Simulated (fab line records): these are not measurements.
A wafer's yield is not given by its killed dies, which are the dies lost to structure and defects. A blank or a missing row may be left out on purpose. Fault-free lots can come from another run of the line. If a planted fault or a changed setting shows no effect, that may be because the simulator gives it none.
What tool caused it? | flow berkeley_cmos170 | 15 lots, 45 wafers sampled, at 3 steps of a route of 331

## WHAT THE GAUGES SHOWED, per wafer
UCB170_NLDD_TW_MEAS_11.
lot  | measured     | on            | NLDD_TW
L926 | day 6 08:26  | film_metro-02 | 2241 2243 2244
L927 | day 6 09:20  | film_metro-02 | 2235 2236 2243
L928 | day 6 12:08  | film_metro-03 | 2228 2213 2224
L929 | day 6 16:14  | film_metro-02 | 2223 2226 2230
L930 | day 6 16:33  | film_metro-03 | 2221 2217 2231
L931 | day 7 21:04  | film_metro-02 | 2237 2234 2243
L933 | day 7 21:31  | film_metro-02 | 2235 2238 2230
L934 | day 7 21:36  | film_metro-02 | 2232 2239 2235
L932 | day 7 21:56  | film_metro-04 | 2246 2226 2221
L935 | day 8 01:56  | film_metro-03 | 2211 2209 2224
L938 | day 8 13:29  | film_metro-03 | 2103 2112 2107
L941 | day 9 10:51  | film_metro-04 | 2141 2141 2140
L939 | day 9 11:34  | film_metro-04 | 2140 2154 2146
L940 | day 9 11:43  | film_metro-03 | 2209 2202 2210
L947 | day 10 11:24 | film_metro-02 | 2244 2240 2247

UCB170_SDANNEAL_RS_MEAS_05: uses a four-point probe to measure.
lot  | measured     | on            | NLDD_RS (ohm/sq)
L926 | day 6 21:37  | film_metro-02 | 617.1 618.3 617.3
L927 | day 6 21:23  | film_metro-04 | 614.7 615.4 618.1
L928 | day 6 21:35  | film_metro-03 | 616.7 616.3 617.8
L929 | day 7 09:50  | film_metro-03 | 616.1 616.4 616.2
L930 | day 7 09:52  | film_metro-04 | 615.4 614.5 613.5
L931 | day 8 12:13  | film_metro-02 | 616.8 616.8 614.0
L933 | day 8 12:51  | film_metro-02 | 615.5 615.7 618.6
L934 | day 8 12:46  | film_metro-04 | 615.0 615.2 617.4
L932 | day 8 12:18  | film_metro-04 | 615.9 616.3 615.9
L935 | day 8 12:58  | film_metro-03 | 615.0 614.4 614.0
L938 | day 8 23:22  | film_metro-02 | 698.8 698.2 699.2
L941 | day 9 20:11  | film_metro-03 | 698.8 697.2 697.0
L939 | day 9 20:41  | film_metro-03 | 696.9 695.1 693.9
L940 | day 9 20:31  | film_metro-04 | 617.2 615.7 615.5
L947 | day 10 20:56 | film_metro-04 | 616.3 616.1 614.8

## TOOL THAT RAN EACH LOT (tool first, then ch and the chambers of the sampled wafers, then the start)
lot  | UCB170_NLDD_IMPLANT_09
L926 | implanter-01 ch 0, day 6 08:11
L927 | implanter-03 ch 0, day 6 09:06
L928 | implanter-04 ch 0, day 6 11:53
L929 | implanter-01 ch 0, day 6 15:59
L930 | implanter-04 ch 0, day 6 16:20
L931 | implanter-03 ch 0, day 7 20:49
L933 | implanter-01 ch 0, day 7 21:18
L934 | implanter-03 ch 0, day 7 21:21
L932 | implanter-01 ch 0, day 7 21:43
L935 | implanter-01 ch 0, day 8 01:44
L938 | implanter-03 ch 0, day 8 13:17
L941 | implanter-03 ch 0, day 9 10:37
L939 | implanter-03 ch 0, day 9 11:20
L940 | implanter-01 ch 0, day 9 11:30
L947 | implanter-01 ch 0, day 10 11:09
- UCB170_NLDD_IMPLANT_09

## WHAT THE TOOLS THEMSELVES READ (means of the sampled wafers that have a number; where no wafer has one, the mark that the record gives instead)
UCB170_NLDD_IMPLANT_09.
lot  | tool         | dose_ions_cm2 | faraday_current_uA | rotation_deg (degrees)
L926 | implanter-01 | 4.999e+13     | 156                | 180.01
L927 | implanter-03 | 4.996e+13     | 158                | 180.01
L928 | implanter-04 | 5.006e+13     | 161                | 179.97
L929 | implanter-01 | 4.999e+13     | 159                | 180.00
L930 | implanter-04 | 5.000e+13     | 159                | 180.03
L931 | implanter-03 | 4.998e+13     | 157                | 179.96
L933 | implanter-01 | 4.994e+13     | 161                | 180.01
L934 | implanter-03 | 5.003e+13     | 158                | 180.02
L932 | implanter-01 | 4.995e+13     | 158                | 179.96
L935 | implanter-01 | 4.991e+13     | 159                | 179.98
L938 | implanter-03 | 3.347e+13     | 106                | 180.01
L941 | implanter-03 | 3.355e+13     | 106                | 180.02
L939 | implanter-03 | 3.356e+13     | 107                | 180.02
L940 | implanter-01 | 4.995e+13     | 161                | 179.95
L947 | implanter-01 | 5.004e+13     | 160                | 179.99

## THE ANSWER, worked out from the rows above alone
Rule: the lots themselves supply what counts as usual. Put in order of their means at a reading, lots are off if they are a third of the lots or fewer, leave a main group of 4 or more, and stand apart from it by a gap of 3 or more times the standard deviation of the main group's means; of several such gaps the widest counts. A main group whose means are all the same, to the digits that the tables above print for the reading, isn't used. Also off: a lot with no number at a reading for which 4 or more lots have one. Any other lot the step has rows for is counted as sound. After the gauges, taken in route order, come the tools' own readings; for these a lot's mean is taken, as printed above. The first step at which some lot is off is used, and at that step the reading that is off furthest; a lot without a number counts as furthest.
Off: L938, L941, L939, seen at UCB170_NLDD_TW_MEAS_11 (NLDD_TW). The main group has a mean of 2230 with a standard deviation of 11.
If a tool, at a process step before that reading, ran all the lots that are off and no sound lot after the first of them, it fits. The gauges at UCB170_NLDD_TW_MEAS_11 aren't tried: what is off there is off at UCB170_NLDD_IMPLANT_09 too, on other tools, and a gauge's error can't cause that. One fits: implanter-03 at UCB170_NLDD_IMPLANT_09. Its last sound lot is L934 (day 7 21:21), its first lot that is off L938 (day 8 13:17): a fault that began between those two fits.
The tool's own readings at UCB170_NLDD_IMPLANT_09 bear it out: on the lots that are off they differ by more than 5 times the standard deviation of the sound lots' means. dose_ions_cm2 reads 3.353e+13 there against 4.998e+13 on the sound lots; faraday_current_uA reads 106 there against 159 on the sound lots.

## WHAT THE SIMULATOR HAD PUT IN
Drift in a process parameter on implanter-03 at UCB170_NLDD_IMPLANT_09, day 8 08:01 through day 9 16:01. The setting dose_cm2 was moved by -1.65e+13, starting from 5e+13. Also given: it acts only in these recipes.
Struck lots among those shown: L938, L941, L939. The same result came from the rule above.
